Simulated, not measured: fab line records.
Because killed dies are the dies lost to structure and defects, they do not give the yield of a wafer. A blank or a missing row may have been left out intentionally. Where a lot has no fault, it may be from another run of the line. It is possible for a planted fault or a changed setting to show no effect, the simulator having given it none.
Which tool was responsible? -- flow rit-cmos -- Sampling: 14 lots, 42 wafers, 2 of 202 route steps

WHAT THE GAUGES READ, wafer by wafer
The record holds no reading of a measuring or inspecting step that can be judged against a usual standard deviation.

EACH LOT AND THE TOOL THAT RAN IT (in order: tool; ch and the chambers of the sampled wafers; start)
lot,RIT_FOX1_WET_ETCH_02,RIT_M1_PROBE_99
L601,"wet-bench-04 ch 1, day 1 18:28","prober-01, day 3 15:31"
L602,"wet-bench-02 ch 3, day 2 00:30","prober-02, day 3 22:52"
L603,"wet-bench-02 ch 2, day 2 04:55","prober-01, day 4 02:10"
L605,"wet-bench-02 ch 1, day 2 13:38","prober-01, day 4 10:10"
L607,"wet-bench-04 ch 1, day 3 00:26","prober-01, day 4 19:10"
L609,"wet-bench-04 ch 3, day 3 12:05","prober-01, day 5 08:15"
L610,"wet-bench-02 ch 3, day 3 17:43","prober-02, day 5 11:26"
L612,"wet-bench-04 ch 3, day 4 00:25","prober-02, day 5 18:11"
L613,"wet-bench-04 ch 3, day 4 06:48","prober-01, day 5 22:49"
L619,"wet-bench-04 ch 2, day 5 12:36","prober-01, day 7 06:29"
L620,"wet-bench-02 ch 2, day 5 18:24","prober-01, day 7 12:55"
L621,"wet-bench-02 ch 3, day 5 22:13","prober-02, day 7 14:55"
L623,"wet-bench-03 ch 0, day 6 08:11","prober-02, day 8 05:17"
L624,"wet-bench-02 ch 2, day 6 13:51","prober-01, day 8 08:43"
- RIT_FOX1_WET_ETCH_02: etches SiO2 in BOE, target depth 350 nm, time 390 s.
- RIT_M1_PROBE_99

AS READ BY THE TOOLS THEMSELVES (means over the sampled wafers that have a number; for cases with no such wafer, the mark the record gives instead)
RIT_FOX1_WET_ETCH_02.
lot,tool,bath-heat-duty-pct (%),run-length-s (s)
L601,wet-bench-04,2.5,421
L602,wet-bench-02,1.4,416
L603,wet-bench-02,1.4,417
L605,wet-bench-02,1.4,417
L607,wet-bench-04,2.0,414
L609,wet-bench-04,2.7,416
L610,wet-bench-02,1.7,423
L612,wet-bench-04,2.1,416
L613,wet-bench-04,1.7,417
L619,wet-bench-04,-,-
L620,wet-bench-02,-,-
L621,wet-bench-02,1.3,415
L623,wet-bench-03,1.5,423
L624,wet-bench-02,1.9,425

RIT_M1_PROBE_99.
lot,tool,killed_at_M0_to_M3,killed-at-contacts,killed-at-front-end,killed-dies,killed-on-rim,killed-open,killed-short
L601,prober-01,0.0,0.3,8.7,9.0,2.0,3.3,5.7
L602,prober-02,0.0,0.0,8.3,8.3,3.7,4.3,4.0
L603,prober-01,0.0,0.0,7.0,7.0,2.3,4.7,2.3
L605,prober-01,0.0,0.0,6.0,6.0,2.3,3.0,3.0
L607,prober-01,0.0,0.0,6.3,6.3,3.0,2.7,3.7
L609,prober-01,0.0,0.0,7.0,7.0,1.0,4.0,3.0
L610,prober-02,0.3,0.0,7.0,7.3,1.0,3.3,4.0
L612,prober-02,0.0,0.0,6.0,6.0,0.7,3.7,2.3
L613,prober-01,0.0,0.0,8.3,8.3,2.0,2.7,5.7
L619,prober-01,0.0,0.0,4.3,4.3,2.0,2.3,2.0
L620,prober-01,0.0,0.0,6.7,6.7,2.3,3.0,3.7
L621,prober-02,0.0,0.0,9.7,9.7,1.7,5.0,4.7
L623,prober-02,0.0,0.0,5.7,5.7,0.3,2.3,3.3
L624,prober-01,0.0,0.0,8.0,8.0,1.7,3.0,5.0

THE ANSWER, worked out from the rows above alone
Rule: the usual values come from the lots themselves. Put in order of their means at a reading, lots are off if they are a third of the lots or fewer, leave a main group of 4 or more, and stand apart from it by a gap of 3 or more times the standard deviation of the main group's means; of several such gaps the widest counts. A main group whose means are all the same, to the digits that the tables above print for the reading, isn't used. A lot without any number at a reading at which 4 lots or more have one is off too. Any other lot the step has rows for is counted as sound. After the gauges, taken in route order, come the tools' own readings; for these a lot's mean is taken, as printed above. At the first step where some lot is off, the reading lying furthest off is the one used; lots without a number count as furthest.
Off: L619, L620, at RIT_FOX1_WET_ETCH_02 (bath-heat-duty-pct). Without a number there: L619, L620. Mean 1.8 % and standard deviation 0.44 in the main group.
If a tool, at that step or one of the process steps before it, ran each lot that is off and ran no sound lot following the first of them, it fits. Not one of the candidates tried fits.

WHAT THE SIMULATOR PUT IN
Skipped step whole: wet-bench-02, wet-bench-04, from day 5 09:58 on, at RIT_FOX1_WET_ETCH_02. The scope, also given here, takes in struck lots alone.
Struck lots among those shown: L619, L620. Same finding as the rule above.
